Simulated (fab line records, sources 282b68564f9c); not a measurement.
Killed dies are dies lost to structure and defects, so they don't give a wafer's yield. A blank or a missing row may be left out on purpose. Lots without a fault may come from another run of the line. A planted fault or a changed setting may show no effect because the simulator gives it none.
Which tool did it? | flow rit_cmos | 7 lots, 21 wafers sampled, at 2 steps of a route of 202

WHAT THE GAUGES READ, wafer by wafer
RIT_GATE_OVL_MEAS_17.
lot  | measured    | on         | GATE_OVL (nm)
L873 | day 2 21:08 | overlay-01 | -2.4 -0.1 -0.3
L875 | day 3 06:32 | overlay-01 | -0.1 -0.3 0.5
L877 | day 3 19:18 | overlay-01 | -3.0 -2.3 -2.1
L879 | day 4 03:07 | overlay-02 | 129.3 128.3 129.3
L881 | day 4 16:52 | overlay-02 | -1.0 -2.0 -1.6
L883 | day 4 23:50 | overlay-02 | 0.0 0.2 -0.4
L887 | day 5 19:42 | overlay-02 | 129.8 129.8 131.7

WHICH TOOL RAN EACH LOT (tool, then ch and the chambers of the sampled wafers, then the start)
lot  | RIT_GATE_EXPOSE_13
L873 | iline_stepper-01 ch 0, day 2 20:37
L875 | iline_stepper-02 ch 0, day 3 06:02
L877 | iline_stepper-02 ch 0, day 3 18:47
L879 | iline_stepper-02 ch 0, day 4 02:31
L881 | iline_stepper-01 ch 0, day 4 16:22
L883 | iline_stepper-01 ch 0, day 4 23:19
L887 | iline_stepper-02 ch 0, day 5 19:11
- RIT_GATE_EXPOSE_13: exposes mask M6, target cd 150 nm.

THE ANSWER, worked out from the rows above alone
Rule: what is usual is taken from the lots themselves. Put in order of their means at a reading, lots are off if they are a third of the lots or fewer, leave a main group of 4 or more, and stand apart from it by a gap of 3 or more times the standard deviation of the main group's means; of several such gaps the widest counts. A main group whose means are all the same, to the digits that the tables above print for the reading, isn't used. A lot without any number at a reading at which 4 lots or more have one is off too. The other lots that the step has rows for count as sound.
Off: L879, L887, at RIT_GATE_OVL_MEAS_17 (GATE_OVL). The main group: mean -1.0 nm, standard deviation 0.94.
A tool fits if, at a process step before that reading, it ran every lot that is off, and no sound lot after the first of them. The gauges at RIT_GATE_OVL_MEAS_17 are tried like those tools. One fits: iline_stepper-02 at RIT_GATE_EXPOSE_13. Its last sound lot is L877 (day 3 18:47), its first lot that is off L879 (day 4 02:31): a fault that began between those two fits.

WHAT THE SIMULATOR HAD PUT IN
Scanner matching overlay: iline_stepper-02, from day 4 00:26 on, at RIT_GATE_EXPOSE_13. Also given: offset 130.
Lots struck among those shown: L879, L887. The rule above found the same.
